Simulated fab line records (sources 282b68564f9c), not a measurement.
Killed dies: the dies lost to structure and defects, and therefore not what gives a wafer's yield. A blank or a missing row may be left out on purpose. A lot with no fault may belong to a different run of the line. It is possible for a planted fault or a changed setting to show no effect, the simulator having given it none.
fab line records + flow ritCmos
record
- lots=14
- wafers=42
- lastDay=7
route steps=202 shown PWELL@48 PRETRO@72 GATE@97 NSD@137 M1@202
lots that met no fault: taken from a fault-free run of the same line
startH: hours from the record's first day to the start of the lot's first wafer shown + waitH: hours elapsed since this lot's preceding step + " the same as in the row above + L1.1+2: one row covering several wafers at once + - value missing, or start not given + * or withheld: withheld + < > ~ a bound
route shown NAME@n: a module of which the file shows steps, and the number in the route of the first + usual: average and standard deviation across the fault-free wafers + same: alike in all rows + chamber/n: place in a boat + sites: per-site readings + _std_site: the standard deviation of these + _edge_site: inner sites' mean taken away from outer sites' mean + radiusMm: how far each site lies from the wafer's centre + mask NAME#n: copy n + behind: the tool/chamber that last shaped the wafer + hold: the reason the lot was held/the length of the hold in hours/how it ended + device: whichever transistor did not switch (one of n, p or np) + end of line: tests of these same wafers at the route's end + a step without rows: its recipe alone + killed: the dies lost at the first sort to structure and to defects; this is not the yield of the wafer + map: the dies of a wafer, with x for killed, . for not killed, _ for no die there
set.NAME: the setting the step ran with; set.NAME@STEP: the setting that earlier step ran with + model.NAME: the simulator's own value behind a step, which no gauge read
route steps across a sampled set of lots; one table per step, one row per wafer
services: from which hour (startH, from the record's first day; less than 0 if before it) a tool's chamber was out of use, for how many hours, and why
## steps
# step RIT_PWELL_STRIP_09
# recipe
- chemistry=O2
- timeS=180
- resist=NOVOLAK
- platenTempC=withheld
- powerW=500
- pressureMtorr=4000
- o2FlowSccm=4000
# usual
- drypumpMotorCurrentA=5.3/0.53
| lot.wafer | tool           | chamber | startH | waitH | drypumpMotorCurrentA | rfHoursCounterH |
|-----------|----------------|---------|--------|-------|----------------------|-----------------|
| L676.3    | plasmaAsher-03 | 1       | 22.78  | 0.1   | 5.8                  | -               |
| L676.4    | "              | 0       | "      | "     | 4.7                  | -               |
| L676.5    | "              | 1       | "      | "     | 5.9                  | -               |
| L677.1    | plasmaAsher-03 | 0       | 27.36  | 0.1   | 4.7                  | 36              |
| L677.5    | "              | 1       | "      | "     | 5.9                  | -               |
| L677.6    | "              | 0       | "      | "     | 4.7                  | -               |
| L678.1    | plasmaAsher-04 | 1       | 34.49  | 0.1   | 5.4                  | 40              |
| L678.4    | "              | 1       | "      | "     | 5.4                  | -               |
| L678.5    | "              | 0       | "      | "     | 5.9                  | -               |
| L679.1    | plasmaAsher-03 | 1       | 38.81  | 0.1   | 5.9                  | 38              |
| L679.2    | "              | 0       | "      | "     | 4.7                  | 38              |
| L679.5    | "              | 0       | "      | "     | 4.7                  | -               |
| L680.2    | plasmaAsher-02 | 0       | 44.08  | 0.1   | 5.8                  | 25              |
| L680.5    | "              | 0       | "      | "     | 5.7                  | -               |
| L680.6    | "              | 1       | "      | "     | 4.7                  | -               |
| L683.2    | plasmaAsher-03 | 0       | 58.43  | 0.1   | 4.7                  | 40              |
| L683.5    | "              | 1       | "      | "     | 5.9                  | -               |
| L683.6    | "              | 0       | "      | "     | 4.7                  | -               |
| L684.3    | plasmaAsher-03 | 1       | 63.56  | 0.1   | 5.8                  | -               |
| L684.4    | "              | 0       | "      | "     | 4.7                  | -               |
| L684.5    | "              | 0       | "      | "     | 4.7                  | -               |
| L685.1    | plasmaAsher-03 | 1       | 68.20  | 0.1   | 5.9                  | 41              |
| L685.5    | "              | 1       | "      | "     | 5.9                  | -               |
| L685.6    | "              | 0       | "      | "     | 4.8                  | -               |
| L690.4    | plasmaAsher-02 | 0       | 95.00  | 0.1   | 5.7                  | -               |
| L690.5    | "              | 1       | "      | "     | 4.7                  | -               |
| L690.6    | "              | 0       | "      | "     | 5.7                  | -               |
| L691.1    | plasmaAsher-04 | 0       | 97.83  | 0.1   | 5.9                  | 46              |
| L691.4    | "              | 1       | "      | "     | 5.4                  | -               |
| L691.6    | "              | 0       | "      | "     | 5.9                  | -               |
| L692.1    | plasmaAsher-03 | 0       | 103.96 | 0.1   | 4.7                  | 44              |
| L692.3    | "              | 0       | "      | "     | 4.7                  | -               |
| L692.4    | "              | 1       | "      | "     | 5.9                  | -               |
| L693.2    | plasmaAsher-02 | 0       | 107.37 | 0.1   | 5.7                  | 32              |
| L693.3    | "              | 1       | "      | "     | 4.7                  | -               |
| L693.5    | "              | 0       | "      | "     | 5.7                  | -               |
| L697.1    | plasmaAsher-02 | 1       | 129.74 | 0.1   | 4.7                  | 34              |
| L697.5    | "              | 1       | "      | "     | 4.8                  | -               |
| L697.6    | "              | 0       | "      | "     | 5.7                  | -               |
| L699.4    | plasmaAsher-02 | 0       | 138.77 | 0.1   | 5.7                  | -               |
| L699.5    | "              | 1       | "      | "     | 4.7                  | -               |
| L699.6    | "              | 0       | "      | "     | 5.7                  | -               |
# step RIT_PRETRO_IMPLANT_08
# recipe
- species=B
- energyKev=45
- doseCm2=1.2e+13
- tiltDeg=7
# usual
- doseIonsCm2=1.1998e+13/1.4e+10
- faradayCurrentUA=38.3/0.75
# same
- implantIonAmu=11
| lot.wafer | tool         | chamber | startH | waitH | doseIonsCm2 | faradayCurrentUA |
|-----------|--------------|---------|--------|-------|-------------|------------------|
| L676.3    | implanter-01 | 0       | 31.71  | 0.2   | 1.2005e+13  | 37.5             |
| L676.4    | "            | 0       | "      | "     | 1.2011e+13  | 39.3             |
| L676.5    | "            | 0       | "      | "     | 1.2002e+13  | 37.9             |
| L677.1    | implanter-01 | 0       | 35.64  | 0.2   | 1.1993e+13  | 37.4             |
| L677.5    | "            | 0       | "      | "     | 1.1982e+13  | 38.7             |
| L677.6    | "            | 0       | "      | "     | 1.2002e+13  | 38.5             |
| L678.1    | implanter-02 | 0       | 42.82  | 0.2   | 1.1986e+13  | 38.5             |
| L678.4    | "            | 0       | "      | "     | 1.1999e+13  | 39.0             |
| L678.5    | "            | 0       | "      | "     | 1.1991e+13  | 38.6             |
| L679.1    | implanter-02 | 0       | 48.05  | 0.2   | 1.1989e+13  | 38.2             |
| L679.2    | "            | 0       | "      | "     | 1.1996e+13  | 38.2             |
| L679.5    | "            | 0       | "      | "     | 1.2009e+13  | 38.7             |
| L680.2    | implanter-04 | 0       | 52.51  | 0.2   | 1.1995e+13  | 38.3             |
| L680.5    | "            | 0       | "      | "     | 1.1999e+13  | 36.3             |
| L680.6    | "            | 0       | "      | "     | 1.2001e+13  | 38.8             |
| L683.2    | implanter-02 | 0       | 66.86  | 0.2   | 1.1996e+13  | 37.8             |
| L683.5    | "            | 0       | "      | "     | 1.1986e+13  | 37.5             |
| L683.6    | "            | 0       | "      | "     | 1.1984e+13  | 38.3             |
| L684.3    | implanter-02 | 0       | 72.09  | 0.2   | 9.967e+12   | 32.3             |
| L684.4    | "            | 0       | "      | "     | 9.962e+12   | 31.4             |
| L684.5    | "            | 0       | "      | "     | 9.969e+12   | 31.2             |
| L685.1    | implanter-02 | 0       | 77.04  | 0.2   | 9.965e+12   | 31.6             |
| L685.5    | "            | 0       | "      | "     | 9.945e+12   | 31.9             |
| L685.6    | "            | 0       | "      | "     | 9.953e+12   | 30.6             |
| L690.4    | implanter-04 | 0       | 103.77 | 0.2   | 1.1959e+13  | 38.2             |
| L690.5    | "            | 0       | "      | "     | 1.1989e+13  | 37.5             |
| L690.6    | "            | 0       | "      | "     | 1.1989e+13  | 37.2             |
| L691.1    | implanter-04 | 0       | 106.85 | 0.2   | 1.2002e+13  | 37.2             |
| L691.4    | "            | 0       | "      | "     | 1.201e+13   | 37.8             |
| L691.6    | "            | 0       | "      | "     | 1.1977e+13  | 38.2             |
| L692.1    | implanter-04 | 0       | 112.66 | 0.2   | 1.2011e+13  | 37.9             |
| L692.3    | "            | 0       | "      | "     | 1.201e+13   | 38.4             |
| L692.4    | "            | 0       | "      | "     | 1.199e+13   | 38.7             |
| L693.2    | implanter-04 | 0       | 115.87 | 0.2   | 1.2007e+13  | 37.8             |
| L693.3    | "            | 0       | "      | "     | 1.1977e+13  | 38.6             |
| L693.5    | "            | 0       | "      | "     | 1.201e+13   | 38.8             |
| L697.1    | implanter-04 | 0       | 138.31 | 0.2   | 1.2006e+13  | 38.7             |
| L697.5    | "            | 0       | "      | "     | 1.1998e+13  | 37.5             |
| L697.6    | "            | 0       | "      | "     | 1.2012e+13  | 38.7             |
| L699.4    | implanter-01 | 0       | 147.19 | 0.2   | 1.2012e+13  | 37.9             |
| L699.5    | "            | 0       | "      | "     | 1.2018e+13  | 37.4             |
| L699.6    | "            | 0       | "      | "     | 1.2019e+13  | 37.9             |
# step RIT_PRETRO_TW_MEAS_10
# usual
- PRETRO_TW=473.8/2.6
| lot.wafer | tool         | chamber | startH | waitH | PRETRO_TW |
|-----------|--------------|---------|--------|-------|-----------|
| L676.3    | filmMetro-03 | -       | 32.00  | 0.1   | 474.2     |
| L676.4    | "            | -       | "      | "     | 476.5     |
| L676.5    | "            | -       | "      | "     | 475.5     |
| L677.1    | filmMetro-01 | -       | 35.96  | 0.1   | 473.1     |
| L677.5    | "            | -       | "      | "     | 470.5     |
| L677.6    | "            | -       | "      | "     | 471.4     |
| L678.1    | filmMetro-04 | -       | 43.15  | 0.1   | 473.8     |
| L678.4    | "            | -       | "      | "     | 472.6     |
| L678.5    | "            | -       | "      | "     | 471.9     |
| L679.1    | filmMetro-04 | -       | 48.38  | 0.1   | 473.2     |
| L679.2    | "            | -       | "      | "     | 471.2     |
| L679.5    | "            | -       | "      | "     | 471.3     |
| L680.2    | filmMetro-03 | -       | 52.82  | 0.1   | 472.6     |
| L680.5    | "            | -       | "      | "     | 471.5     |
| L680.6    | "            | -       | "      | "     | 474.5     |
| L683.2    | filmMetro-03 | -       | 67.17  | 0.1   | 472.8     |
| L683.5    | "            | -       | "      | "     | 471.8     |
| L683.6    | "            | -       | "      | "     | 470.7     |
| L684.3    | filmMetro-03 | -       | 72.39  | 0.1   | 448.5     |
| L684.4    | "            | -       | "      | "     | 448.0     |
| L684.5    | "            | -       | "      | "     | 449.4     |
| L685.1    | filmMetro-03 | -       | 77.36  | 0.1   | 447.5     |
| L685.5    | "            | -       | "      | "     | 445.8     |
| L685.6    | "            | -       | "      | "     | 451.6     |
| L690.4    | filmMetro-03 | -       | 104.05 | 0.1   | 473.1     |
| L690.5    | "            | -       | "      | "     | 476.1     |
| L690.6    | "            | -       | "      | "     | 470.6     |
| L691.1    | filmMetro-04 | -       | 107.17 | 0.1   | 473.7     |
| L691.4    | "            | -       | "      | "     | 474.5     |
| L691.6    | "            | -       | "      | "     | 472.9     |
| L692.1    | filmMetro-03 | -       | 112.99 | 0.1   | 475.6     |
| L692.3    | "            | -       | "      | "     | 473.2     |
| L692.4    | "            | -       | "      | "     | 472.9     |
| L693.2    | filmMetro-01 | -       | 116.18 | 0.1   | 474.4     |
| L693.3    | "            | -       | "      | "     | 472.0     |
| L693.5    | "            | -       | "      | "     | 474.1     |
| L697.1    | filmMetro-01 | -       | 138.63 | 0.1   | 478.5     |
| L697.5    | "            | -       | "      | "     | 473.7     |
| L697.6    | "            | -       | "      | "     | 476.2     |
| L699.4    | filmMetro-03 | -       | 147.47 | 0.1   | 474.4     |
| L699.5    | "            | -       | "      | "     | 469.1     |
| L699.6    | "            | -       | "      | "     | 472.7     |
# step RIT_GATE_CD_MEAS_90
# recipe
- targetCdNm=150
# usual
- cdNm=150.0/2.7
| lot.wafer | tool     | chamber | startH | waitH | cdNm  |
|-----------|----------|---------|--------|-------|-------|
| L676.3    | cdSem-01 | -       | 37.06  | 0.1   | 145.9 |
| L676.4    | "        | -       | "      | "     | 147.8 |
| L676.5    | "        | -       | "      | "     | 147.2 |
| L677.1    | cdSem-01 | -       | 43.48  | 0.1   | 155.2 |
| L677.5    | "        | -       | "      | "     | 155.4 |
| L677.6    | "        | -       | "      | "     | 154.1 |
| L678.1    | cdSem-01 | -       | 48.54  | 0.1   | 151.5 |
| L678.4    | "        | -       | "      | "     | 148.7 |
| L678.5    | "        | -       | "      | "     | 150.0 |
| L679.1    | cdSem-01 | -       | 53.65  | 0.1   | 150.2 |
| L679.2    | "        | -       | "      | "     | 149.5 |
| L679.5    | "        | -       | "      | "     | 150.7 |
| L680.2    | cdSem-02 | -       | 58.05  | 0.1   | 149.1 |
| L680.5    | "        | -       | "      | "     | 149.4 |
| L680.6    | "        | -       | "      | "     | 151.1 |
| L683.2    | cdSem-02 | -       | 72.94  | 0.1   | 150.6 |
| L683.5    | "        | -       | "      | "     | 148.5 |
| L683.6    | "        | -       | "      | "     | 146.4 |
| L684.3    | cdSem-01 | -       | 77.95  | 0.1   | 152.5 |
| L684.4    | "        | -       | "      | "     | 152.6 |
| L684.5    | "        | -       | "      | "     | 150.2 |
| L685.1    | cdSem-02 | -       | 85.82  | 0.1   | 152.9 |
| L685.5    | "        | -       | "      | "     | 151.5 |
| L685.6    | "        | -       | "      | "     | 153.1 |
| L690.4    | cdSem-01 | -       | 109.27 | 0.1   | 154.5 |
| L690.5    | "        | -       | "      | "     | 155.1 |
| L690.6    | "        | -       | "      | "     | 155.0 |
| L691.1    | cdSem-02 | -       | 113.18 | 0.1   | 145.3 |
| L691.4    | "        | -       | "      | "     | 146.7 |
| L691.6    | "        | -       | "      | "     | 147.1 |
| L692.1    | cdSem-01 | -       | 118.34 | 0.1   | 152.8 |
| L692.3    | "        | -       | "      | "     | 149.3 |
| L692.4    | "        | -       | "      | "     | 153.2 |
| L693.2    | cdSem-02 | -       | 122.12 | 0.1   | 151.4 |
| L693.3    | "        | -       | "      | "     | 153.8 |
| L693.5    | "        | -       | "      | "     | 153.9 |
| L697.1    | cdSem-01 | -       | 144.15 | 0.1   | 151.2 |
| L697.5    | "        | -       | "      | "     | 149.7 |
| L697.6    | "        | -       | "      | "     | 149.9 |
| L699.4    | cdSem-02 | -       | 152.83 | 0.1   | 149.7 |
| L699.5    | "        | -       | "      | "     | 149.8 |
| L699.6    | "        | -       | "      | "     | 151.3 |
# step RIT_NSD_OVL_MEAS_06
# usual
- NSD_OVL=0.2/1.5
| lot.wafer | tool       | chamber | startH | waitH | NSD_OVL[nm] |
|-----------|------------|---------|--------|-------|-------------|
| L676.3    | overlay-01 | -       | 46.98  | -     | 0.3         |
| L676.4    | "          | -       | "      | "     | 0.2         |
| L676.5    | "          | -       | "      | "     | 1.1         |
| L677.1    | overlay-02 | -       | 53.07  | -     | 1.8         |
| L677.5    | "          | -       | "      | "     | -0.6        |
| L677.6    | "          | -       | "      | "     | 0.6         |
| L678.1    | overlay-02 | -       | 58.29  | -     | 3.3         |
| L678.4    | "          | -       | "      | "     | 1.2         |
| L678.5    | "          | -       | "      | "     | 1.8         |
| L679.1    | overlay-02 | -       | 63.07  | -     | 1.8         |
| L679.2    | "          | -       | "      | "     | 1.6         |
| L679.5    | "          | -       | "      | "     | 1.7         |
| L680.2    | overlay-02 | -       | 67.73  | -     | 2.4         |
| L680.5    | "          | -       | "      | "     | 2.0         |
| L680.6    | "          | -       | "      | "     | 1.0         |
| L683.2    | overlay-01 | -       | 83.30  | -     | 0.4         |
| L683.5    | "          | -       | "      | "     | -1.1        |
| L683.6    | "          | -       | "      | "     | -0.8        |
| L684.3    | overlay-02 | -       | 87.37  | -     | 1.0         |
| L684.4    | "          | -       | "      | "     | 0.6         |
| L684.5    | "          | -       | "      | "     | 0.6         |
| L685.1    | overlay-01 | -       | 97.05  | -     | -2.2        |
| L685.5    | "          | -       | "      | "     | -3.2        |
| L685.6    | "          | -       | "      | "     | -2.6        |
| L690.4    | overlay-02 | -       | 118.91 | -     | -3.3        |
| L690.5    | "          | -       | "      | "     | -0.3        |
| L690.6    | "          | -       | "      | "     | -2.2        |
| L691.1    | overlay-02 | -       | 122.60 | -     | -1.9        |
| L691.4    | "          | -       | "      | "     | -1.2        |
| L691.6    | "          | -       | "      | "     | -1.5        |
| L692.1    | overlay-02 | -       | 128.44 | -     | -0.2        |
| L692.3    | "          | -       | "      | "     | 0.7         |
| L692.4    | "          | -       | "      | "     | -1.3        |
| L693.2    | overlay-01 | -       | 131.96 | -     | 0.2         |
| L693.3    | "          | -       | "      | "     | -1.0        |
| L693.5    | "          | -       | "      | "     | -1.5        |
| L697.1    | overlay-02 | -       | 153.60 | -     | 1.3         |
| L697.5    | "          | -       | "      | "     | 2.2         |
| L697.6    | "          | -       | "      | "     | 2.1         |
| L699.4    | overlay-01 | -       | 162.40 | -     | -0.3        |
| L699.5    | "          | -       | "      | "     | 0.3         |
| L699.6    | "          | -       | "      | "     | -0.1        |
# step RIT_M1_PROBE_99
# usual
- killed_at_M0_to_M3=0.0/0.22
- killedAtContacts=0.0/0.18
- killedAtFrontEnd=7/3.1
- killedDies=7/3.1
- killedOpen=3.2/2.1
- killedShort=3.4/2
# same
- grossDies=264
- killed_at_M4_up=0
- killedAtBackSide=0
- killedAtOther=0
| lot.wafer | tool      | chamber | startH | waitH | killed_at_M0_to_M3 | killedAtContacts | killedAtFrontEnd | killedDies | killedOpen | killedShort |
|-----------|-----------|---------|--------|-------|--------------------|------------------|------------------|------------|------------|-------------|
| L676.3    | prober-02 | -       | 57.06  | 0.2   | 0                  | 0                | 10               | 10         | 5          | 5           |
| L676.4    | prober-02 | -       | 57.11  | 0.2   | 1                  | 0                | 12               | 13         | 6          | 7           |
| L676.5    | prober-02 | -       | 57.16  | 0.2   | 0                  | 0                | 6                | 6          | 4          | 2           |
| L684.3    | prober-02 | -       | 98.77  | 0.2   | 0                  | 0                | 3                | 3          | 2          | 1           |
| L684.4    | prober-02 | -       | 98.82  | 0.2   | 0                  | 0                | 11               | 11         | 5          | 6           |
| L684.5    | prober-02 | -       | 98.87  | 0.2   | 0                  | 0                | 3                | 3          | 2          | 1           |
| L685.1    | prober-01 | -       | 107.65 | 0.1   | 1                  | 0                | 2                | 3          | 0          | 3           |
| L685.5    | prober-01 | -       | 107.85 | 0.2   | 0                  | 0                | 4                | 4          | 2          | 2           |
| L685.6    | prober-01 | -       | 107.90 | 0.2   | 0                  | 0                | 4                | 4          | 2          | 2           |
| L692.1    | prober-02 | -       | 138.80 | 0.1   | 0                  | 0                | 6                | 6          | 5          | 1           |
| L692.3    | prober-02 | -       | 138.90 | 0.2   | 0                  | 0                | 1                | 1          | 0          | 1           |
| L692.4    | prober-02 | -       | 138.95 | 0.2   | 0                  | 0                | 8                | 8          | 2          | 6           |
| L693.2    | prober-02 | -       | 142.02 | 0.1   | 0                  | 0                | 11               | 11         | 3          | 8           |
| L693.3    | prober-02 | -       | 142.07 | 0.2   | 0                  | 0                | 3                | 3          | 1          | 2           |
| L693.5    | prober-02 | -       | 142.17 | 0.2   | 0                  | 0                | 1                | 1          | 1          | 0           |
# killed by level:class
L676.3 FOX1:geometricParticle:open=2 REOX:geometricParticle:short=2 SILICIDE:geometricParticle:open=2 FOX1:geometricParticle:short=1 GATE:geometricParticle:short=1 SILICIDE:geometricParticle:short=1 REOX:geometricParticle:open=1
L676.4 REOX:geometricParticle:short=4 REOX:geometricParticle:open=3 GATE:geometricParticle:open=2 SILICIDE:geometricParticle:short=2 SPACER:geometricParticle:open=1 M1:geometricParticle:short=1
L676.5 GATE:geometricParticle:open=3 FOX2:geometricParticle:short=1 GATE:geometricParticle:short=1 REOX:geometricParticle:open=1
L684.3 FOX1:geometricParticle:short=1 FOX1:geometricParticle:open=1 GATE:geometricParticle:open=1
L684.4 GATE:geometricParticle:short=4 FOX2:geometricParticle:open=2 GATE:geometricParticle:open=2 SPACER:geometricParticle:short=2 SPACER:geometricParticle:open=1
L684.5 GATE:geometricParticle:open=2 REOX:geometricParticle:short=1
L685.1 FOX1:geometricParticle:short=1 FOX2:geometricParticle:short=1 M1:geometricParticle:short=1
L685.5 FOX1:geometricParticle:open=1 REOX:geometricParticle:open=1 FOX2:geometricParticle:short=1 REOX:geometricParticle:short=1
L685.6 GATE:geometricParticle:short=1 GATE:geometricParticle:open=1 REOX:geometricParticle:short=1 SILICIDE:geometricParticle:open=1
L692.1 GATE:geometricParticle:open=2 SPACER:geometricParticle:open=2 FOX1:geometricParticle:open=1 GATE:geometricParticle:short=1
L692.3 REOX:geometricParticle:short=1
L692.4 GATE:geometricParticle:short=5 GATE:geometricParticle:open=2 SILICIDE:geometricParticle:short=1
L693.2 GATE:geometricParticle:short=3 SPACER:geometricParticle:short=3 FOX1:geometricParticle:short=2 GATE:geometricParticle:open=2 SPACER:geometricParticle:open=1
L693.3 FOX1:geometricParticle:open=1 GATE:geometricParticle:short=1 REOX:geometricParticle:short=1
L693.5 GATE:geometricParticle:open=1
## services
| tool           | chamber | startH | hours | kind      |
|----------------|---------|--------|-------|-----------|
| implanter-04   | -       | 63.58  | 4.0   | pm        |
| implanter-04   | -       | 81.70  | 2.1   | repair    |
| implanter-01   | -       | 83.40  | 6.1   | repair    |
| implanter-02   | -       | 102.93 | 2.7   | repair    |
| plasmaAsher-04 | -       | 108.75 | 9.0   | pm        |
| plasmaAsher-04 | 0       | 108.75 | 9.0   | ventCycle |
| plasmaAsher-04 | 1       | 108.75 | 9.0   | ventCycle |
| plasmaAsher-02 | -       | 112.24 | 1.4   | repair    |
| plasmaAsher-04 | 0       | 117.75 | -     | clean     |
| plasmaAsher-04 | 1       | 117.75 | -     | clean     |
| plasmaAsher-02 | -       | 136.57 | 2.0   | repair    |
| implanter-02   | -       | 138.28 | 5.8   | repair    |
| implanter-04   | -       | 146.54 | 4.0   | repair    |
## key
firstSign
- step=RIT_PRETRO_IMPLANT_08
- reading=doseIonsCm2
- direction=down
- sigmas=99+
- usual=1.1998e+13
- struck=9.96e+12
effect
- step=RIT_PRETRO_IMPLANT_08
- reading=faradayCurrentUA
- direction=down
- sigmas=9
- usual=38.3
- struck=31.5
effect
- step=RIT_PRETRO_TW_MEAS_10
- reading=PRETRO_TW
- direction=down
- sigmas=9.7
- usual=473.8
- struck=448.5
metAt RIT_PRETRO_IMPLANT_08
struckLots L684,L685
testerLeftOut L684,L685
notActingAt RIT_PWELL_STRIP_09,RIT_GATE_CD_MEAS_90,RIT_NSD_OVL_MEAS_06
onsetBetween 66.86 72.09
fault
- kind=processParameterDrift
- tool=implanter-02
- chamber=-
- onsetH=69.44
- steps=RIT_PRETRO_IMPLANT_08
- channel=doseCm2
- offset=-2.04e+12
- shape=step
- endH=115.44
- actsIn=theseRecipesOnly
- stated=1.2e+13
# testerLeftOut: of these lots the tester's yield and bins aren't shown, on N5 and GAA mostly nor the transistor test; their killed dies are dies lost to structure and defects alone, not to doping, threshold or leakage, so they don't give the yield
